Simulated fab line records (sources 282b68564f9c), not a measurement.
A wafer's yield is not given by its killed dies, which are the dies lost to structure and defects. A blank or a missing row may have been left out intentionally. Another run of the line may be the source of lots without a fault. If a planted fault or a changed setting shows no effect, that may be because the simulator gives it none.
Split-lot experiment ; flow rit cmos ; on a route of 202 steps: 5 lots, 23 wafers read

THE SPLIT
At RIT_CONTACT_CVD_00 (deposits SiO2 from TEOS, target thk 400 nm, time 61 s), the setting time s was moved away from the recipe's 61 s on 8 of the 23 wafers read, by -6.6% to +8.5%. This setting was run at the recipe's value on the other wafers.

No step appears in the file between the split and the reading.

THE READING
At RIT_CONTACT_THK_MEAS_01: CONTACT_TEOS_THK, given in nm. Fault-free wafers of this fab line usually give 397 nm, standard deviation 4.7 nm.

wafer;tool, chamber at the split;time s as run, s;against the recipe;CONTACT_TEOS_THK, nm;against lot-mates on the recipe
L076.1;pecvd-02, 2;61;recipe;391;-
L076.2;pecvd-02, 1;65.67;+7.7%;428;+33
L076.4;pecvd-02, 2;65.67;+7.7%;432;+37
L076.5;pecvd-02, 0;61;recipe;399;-
L076.6;pecvd-02, 1;65.67;+7.7%;436;+41
L078.1;pecvd-04, 0;61;recipe;396;-
L078.2;pecvd-04, 1;61;recipe;397;-
L078.3;pecvd-04, 2;61;recipe;393;-
L078.5;pecvd-04, 2;61;recipe;402;-
L078.6;pecvd-04, 0;61;recipe;400;-
L079.1;pecvd-02, 1;61;recipe;398;-
L079.2;pecvd-02, 2;61;recipe;397;-
L079.6;pecvd-02, 1;61;recipe;403;-
L080.1;pecvd-01, 0;61;recipe;395;-
L080.2;pecvd-01, 2;56.97;-6.6%;378;-24
L080.4;pecvd-01, 0;61;recipe;404;-
L080.5;pecvd-01, 2;61;recipe;407;-
L080.6;pecvd-01, 1;56.97;-6.6%;379;-23
L082.1;pecvd-02, 2,0;66.18;+8.5%;426;+34
L082.2;pecvd-02, 1;61;recipe;394;-
L082.3;pecvd-02, 0;61;recipe;389;-
L082.4;pecvd-02, 1;66.18;+8.5%;434;+42
L082.6;pecvd-02, 2,0;66.18;+8.5%;431;+40
If several chambers appear in one row, that row covers several wafers at once and the file leaves open which wafer was in which chamber.

THE FIT
A straight line over all 23 wafers: CONTACT_TEOS_THK changes by +3.82 nm for each +1% of time s; r = +0.96; the points scatter about the line by 5 nm.
The same after taking each lot's own level away (the mean of its wafers on the recipe; 23 wafers): +4.4 nm for each +1%; r = +0.98; scatter 4 nm.
Per that fit: largest time s move, reading shift of 37 nm.
The span of the lots' own levels, 391.5 to 402.0 nm, comes to 2.2 times the standard deviation stated above.
In other words, the slope is changed by the lot-to-lot level; the two fits disagree.
Check: with one of the wafers moved furthest among these (+8.5%) left out of the fit, the line predicts +39.2 nm for it against its lot-mates. It came out at +34.5 nm against them.

OTHER SPLITS ON THESE WAFERS
These wafers also went through other splits before the reading. Each is held against what the fit with the lots' levels taken away leaves over:
other split on the same wafers;wafers away from the commonest value;r with CONTACT_TEOS_THK (lot level and that fit taken away)
RIT_NSD_COAT_01 spin rpm;10;-0.42
RIT_PSD_IMPLANT_08 energy kev;7;+0.27

THE WHOLE CHAIN: every reading that the file lists as answering this split, in the file's order
step;what it does;reading;change (the file's fit);r (the file's)
RIT_CONTACT_CVD_00;deposits SiO2 from TEOS, target thk 400 nm, time 61 s;SiO2_of_CONTACT_CVD_00.thk nm (the simulator's own value, which no gauge read);+4.79 nm for each +1% of the setting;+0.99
RIT_CONTACT_THK_MEAS_01;;CONTACT_TEOS_THK;+4.41 for each +1% of the setting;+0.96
RIT_CONTACT_ETCH_11;etches SiO2 in CHF3/CF4/Ar, stops on TiSi2, target depth 480 nm, time 320 s;CONTACT.feature depth nm (the simulator's own value, which no gauge read);+4.42 nm for each +1% of the setting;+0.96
RIT_CONTACT_ETCH_11;etches SiO2 in CHF3/CF4/Ar, stops on TiSi2, target depth 480 nm, time 320 s;etch.depth nm (the simulator's own value, which no gauge read);+4.79 nm for each +1% of the setting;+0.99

FILE'S OWN FIT
CONTACT_TEOS_THK changes by +4.41 nm for each +1% of time s, r = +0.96.
